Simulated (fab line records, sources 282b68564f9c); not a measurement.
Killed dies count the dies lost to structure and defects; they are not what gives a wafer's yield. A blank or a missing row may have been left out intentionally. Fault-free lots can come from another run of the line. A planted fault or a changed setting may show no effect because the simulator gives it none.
fab line records | flow ritCmos
[record] lots = 14 wafers = 42 lastDay = 7
route steps=202 shown SDANNEAL@156 PSD@157 M1@202
lots untouched by any fault: they come from a run of this same line in which no faults occurred
startH: start of the lot's first displayed wafer, in hours after the record's first day | waitH: hours elapsed since this lot's preceding step | " unchanged from the row above | L1.1+2: several wafers, shown together as one row | - no value, or no start given | * or withheld: withheld | < > ~ a bound
route shown NAME@n: NAME is a module with steps in the file, n the number in the route of the first one | usual: the fault-free wafers' mean and standard deviation | same: alike in all rows | chamber/n: place in a boat | sites: per-site readings | _std_site: the standard deviation of these | _edge_site: the outer-site mean with the inner-site mean subtracted | radiusMm: how far each site lies from the wafer's centre | mask NAME#n: copy n | behind: the last tool/chamber to shape the wafer | hold: the reason the lot was held/the length of the hold in hours/how it ended | device: transistor that didn't switch, given as n, p or np | end of line: the route-end tests of the same wafers | step lacking rows: just its recipe | killed: the dies lost at the first sort to structure and to defects; this is not the yield of the wafer | map: a wafer's dies, marking killed ones x, the rest . and places with no die _
set.NAME: setting as actually run; set.NAME@STEP: the setting as run at that earlier step | model.NAME: the simulator's own value behind a step, which no gauge read
a sample of lots followed through the steps of the route, with each step as a table and each wafer as a row
[[steps]]
[step RIT_SDANNEAL_RTA_03]
[recipe] tempC = 1050 timeS = 5 idleTempC = 600 rampUpCPerS = 342 rampDownCPerS = 171 coolToC = 600 ambient = N2
[usual] wafer_temp_C_max = 1053.5/1.2
// columns lot.wafer tool chamber startH waitH wafer_temp_C_max
L722.3 rtpAnneal-02 0 48.79 0.0 1052.2
L722.4 " 0 " " 1052.4
L722.6 " 0 " " 1053.4
L723.4 rtpAnneal-01 0 54.97 0.0 1054.8
L723.5 " 0 " " 1057.4
L723.6 " 0 " " 1054.1
L724.1 rtpAnneal-02 0 59.90 0.0 1054.9
L724.2 " 0 " " 1053.2
L724.3 " 0 " " 1054.4
L725.3 rtpAnneal-01 0 65.77 0.0 1054.9
L725.4 " 0 " " 1053.0
L725.5 " 0 " " 1053.0
L726.1 rtpAnneal-02 0 69.70 0.0 1054.0
L726.4 " 0 " " 1052.6
L726.6 " 0 " " 1054.2
L727.2 rtpAnneal-01 0 73.91 0.0 1052.8
L727.4 " 0 " " 1053.6
L727.5 " 0 " " 1055.5
L729.2 rtpAnneal-01 0 84.55 0.0 1054.2
L729.4 " 0 " " 1053.2
L729.5 " 0 " " 1057.2
L731.1 rtpAnneal-01 0 94.10 0.0 1053.3
L731.4 " 0 " " 1055.0
L731.6 " 0 " " 1053.9
L738.3 rtpAnneal-02 0 129.51 0.0 1053.0
L738.4 " 0 " " 1052.2
L738.6 " 0 " " 1054.0
L740.3 rtpAnneal-02 0 139.34 0.0 1054.1
L740.5 " 0 " " 1053.6
L740.6 " 0 " " 1053.6
L742.2 rtpAnneal-02 0 149.97 0.0 1055.7
L742.3 " 0 " " 1052.6
L742.5 " 0 " " 1052.2
L743.2 rtpAnneal-01 0 154.09 0.0 1052.4
L743.3 " 0 " " 1051.5
L743.6 " 0 " " 1052.4
L744.1 rtpAnneal-02 0 158.96 0.0 1052.6
L744.3 " 0 " " 1054.3
L744.4 " 0 " " 1052.9
L745.1 rtpAnneal-01 0 163.51 0.0 1054.3
L745.2 " 0 " " 1056.3
L745.3 " 0 " " 1051.9
[step RIT_SDANNEAL_RS_MEAS_04]
[recipe] thkMeasGauge = four-point-probe
[usual] PSD_RS = 116.1/0.3
// columns lot.wafer tool chamber startH waitH hold PSD_RS[ohm/sq]
L722.3 filmMetro-04 - 48.87 0.1 - 116.6
L722.4 " - " " - 116.2
L722.6 " - " " - 115.9
L723.4 filmMetro-04 - 55.06 0.1 - 116.1
L723.5 " - " " - 116.4
L723.6 " - " " - 116.2
L724.1 filmMetro-02 - 59.95 0.0 - 116.5
L724.2 " - " " - 116.0
L724.3 " - " " - 116.1
L725.3 filmMetro-04 - 65.84 0.1 - 115.8
L725.4 " - " " - 115.6
L725.5 " - " " - 115.8
L726.1 filmMetro-01 - 69.76 0.0 - 116.0
L726.4 " - " " - 116.2
L726.6 " - " " - 116.3
L727.2 filmMetro-04 - 73.98 0.1 - 116.1
L727.4 " - " " - 116.1
L727.5 " - " " - 115.9
L729.2 filmMetro-04 - 84.66 0.1 awaitDispo/0.2h/release 98.4
L729.4 " - " " awaitDispo/0.2h/release 97.9
L729.5 " - " " awaitDispo/0.2h/release 98.5
L729.2 filmMetro-04 - 85.02 0.3 - 98.3
L729.4 " - " " - 97.9
L729.5 " - " " - 98.3
L731.1 filmMetro-01 - 94.34 0.2 awaitDispo/0.2h/release 97.8
L731.4 " - " " awaitDispo/0.2h/release 97.7
L731.6 " - " " awaitDispo/0.2h/release 97.8
L731.1 filmMetro-01 - 94.70 0.3 - 97.6
L731.4 " - " " - 97.6
L731.6 " - " " - 98.1
L738.3 filmMetro-02 - 129.59 0.1 - 116.2
L738.4 " - " " - 116.2
L738.6 " - " " - 116.3
L740.3 filmMetro-01 - 139.42 0.1 - 115.8
L740.5 " - " " - 116.0
L740.6 " - " " - 116.0
L742.2 filmMetro-01 - 150.04 0.1 - 116.5
L742.3 " - " " - 116.0
L742.5 " - " " - 116.3
L743.2 filmMetro-04 - 154.16 0.1 - 116.2
L743.3 " - " " - 116.3
L743.6 " - " " - 116.4
L744.1 filmMetro-04 - 159.02 0.0 - 116.3
L744.3 " - " " - 116.4
L744.4 " - " " - 116.9
L745.1 filmMetro-02 - 163.56 0.0 - 115.9
L745.2 " - " " - 115.9
L745.3 " - " " - 115.9
[step RIT_M1_PROBE_99]
[usual] defectLimitedYield = 97.3/1.3 killed_at_M0_to_M3 = 0.0/0.14 killedAtContacts = 0.1/0.36 killedAtFrontEnd = 7/3.4 killedDies = 7/3.4 killedOpen = 3.3/2 killedShort = 3.8/2.4 sort_bin_3_pad_short = 0.1/0.24 sort_bin_5_function = 1.5/0.86 sort_bin_6_memory = 1.0/0.74 sortNPass = 257/3.4 sortYieldPct = 97.3/1.3
[same] grossDies = 264 killed_at_M4_up = 0 killedAtBackSide = 0 killedAtOther = 0
// columns lot.wafer tool chamber startH waitH defectLimitedYield[%] killed_at_M0_to_M3 killedAtContacts killedAtFrontEnd killedDies killedOpen killedShort sort_bin_3_pad_short[%] sort_bin_5_function[%] sort_bin_6_memory[%] sortNPass sortYieldPct[%]
L724.1 prober-02 - 67.60 0.1 98.5 0 0 4 4 4 0 0 1.1 0.4 260 98.5
L724.2 prober-02 - 67.65 0.1 98.1 0 0 5 5 2 3 0 1.5 0.4 259 98.1
L724.3 prober-02 - 67.70 0.2 96.6 0 0 9 9 3 6 0 1.9 1.5 255 96.6
// killed by level:class
L724.1 FOX1:geometricParticle:open=1 FOX2:geometricParticle:open=1 REOX:geometricParticle:open=1 SILICIDE:geometricParticle:open=1
L724.2 GATE:geometricParticle:short=2 FOX1:geometricParticle:open=1 FOX2:geometricParticle:open=1 SPACER:geometricParticle:short=1
L724.3 GATE:geometricParticle:open=2 SILICIDE:geometricParticle:short=2 FOX1:geometricParticle:short=1 FOX2:geometricParticle:short=1 GATE:geometricParticle:short=1 SPACER:geometricParticle:short=1 SILICIDE:geometricParticle:open=1
[[key]]
[firstSign] step = RIT_SDANNEAL_RS_MEAS_04 reading = visit direction = added
[effect] step = RIT_SDANNEAL_RS_MEAS_04 reading = PSD_RS direction = down sigmas = 60 usual = 116.1 struck = 98.0
metAt RIT_SDANNEAL_RTA_03
struckLots L729,L731
scrappedBehind RIT_SDANNEAL_RS_MEAS_04 L729.2,L729.4,L729.5,L731.1,L731.4,L731.6
onsetBetween 73.91 84.55
[fault] kind = processParameterDrift tool = rtpAnneal-01 chamber = - onsetH = 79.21 steps = RIT_SDANNEAL_RTA_03 channel = timeS offset = * shape = step endH = 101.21 actsIn = * stated = *
